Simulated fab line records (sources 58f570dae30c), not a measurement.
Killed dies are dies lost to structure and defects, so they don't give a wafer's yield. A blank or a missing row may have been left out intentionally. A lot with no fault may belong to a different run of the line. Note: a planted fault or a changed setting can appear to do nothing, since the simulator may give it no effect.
One fault through the eyes of 2 desks | flow berkeley_cmos170 | only its own numbers are on each desk; what lay behind them is given at the end

DESK OF THE TOOL OWNER: wet_bench-03
The tool's own readings at UCB170_NSD_CLEAN_11 (cleans in SPM, time 600 s): means of the sampled wafers that have a number, for each lot that ran on this tool. If a lot's mean is further than 4 standard deviations from the usual mean, the lot is out of limits and carries the mark OUT (the distance appears in the brackets).
Columns: A = bath_guard_temp_C at UCB170_NSD_CLEAN_11, usual 119.9 C; B = bath_heat_duty_pct at UCB170_NSD_CLEAN_11, usual 13.2 %
lot  | first seen here | A     | B
L219 | day 7 16:50     | 120.6 | 14.1
L221 | day 8 00:22     | 119.6 | 14.0
L222 | day 8 15:11     | 119.6 | 13.7
L233 | day 10 11:38    | 119.6 | 14.3
L238 | day 11 00:20    | 120.7 | 14.9
L240 | day 11 22:52    | 118.7 | 12.1
L242 | day 12 13:34    | 120.3 | 11.6
Finding of this desk: none of the 7 lots has anything out of limits.

AT THE METROLOGY DESK
What the gauges read for every lot (on any tool): the sampled wafers with a number, averaged. If a lot's mean is further than 4 standard deviations from the usual mean, the lot is out of limits and carries the mark OUT (the distance appears in the brackets).
Columns: A = PWELL_TW at UCB170_PWELL_TW_MEAS_17, usual 378.4; B = GATE_OVL at UCB170_GATE_OVL_MEAS_13, usual -1 nm
lot  | first seen here | A     | B
L219 | day 3 11:01     | 380.9 | -6
L221 | day 3 21:18     | 377.3 | 2
L223 | day 4 05:52     | 380.3 | -5
L222 | day 4 06:08     | 381.7 | 8
L226 | day 4 14:14     | 379.6 | -6
L230 | day 5 08:10     | 381.3 | -6
L232 | day 5 19:41     | 376.0 | -12
L233 | day 6 09:40     | 374.8 | -2
L238 | day 7 00:42     | 380.4 | 5
L237 | day 7 00:44     | 377.6 | -1
L239 | day 7 20:50     | 376.9 | -5
L240 | day 7 20:55     | 376.8 | -1
L241 | day 7 21:10     | 379.5 | -4
L242 | day 8 07:59     | 377.1 | 2
Finding of this desk: none of the 14 lots has anything out of limits.

PUT TOGETHER
The desk of the tool owner found nothing out of limits.
Nothing out of limits was seen by the metrology desk.

WHAT THE SIMULATOR PUT IN
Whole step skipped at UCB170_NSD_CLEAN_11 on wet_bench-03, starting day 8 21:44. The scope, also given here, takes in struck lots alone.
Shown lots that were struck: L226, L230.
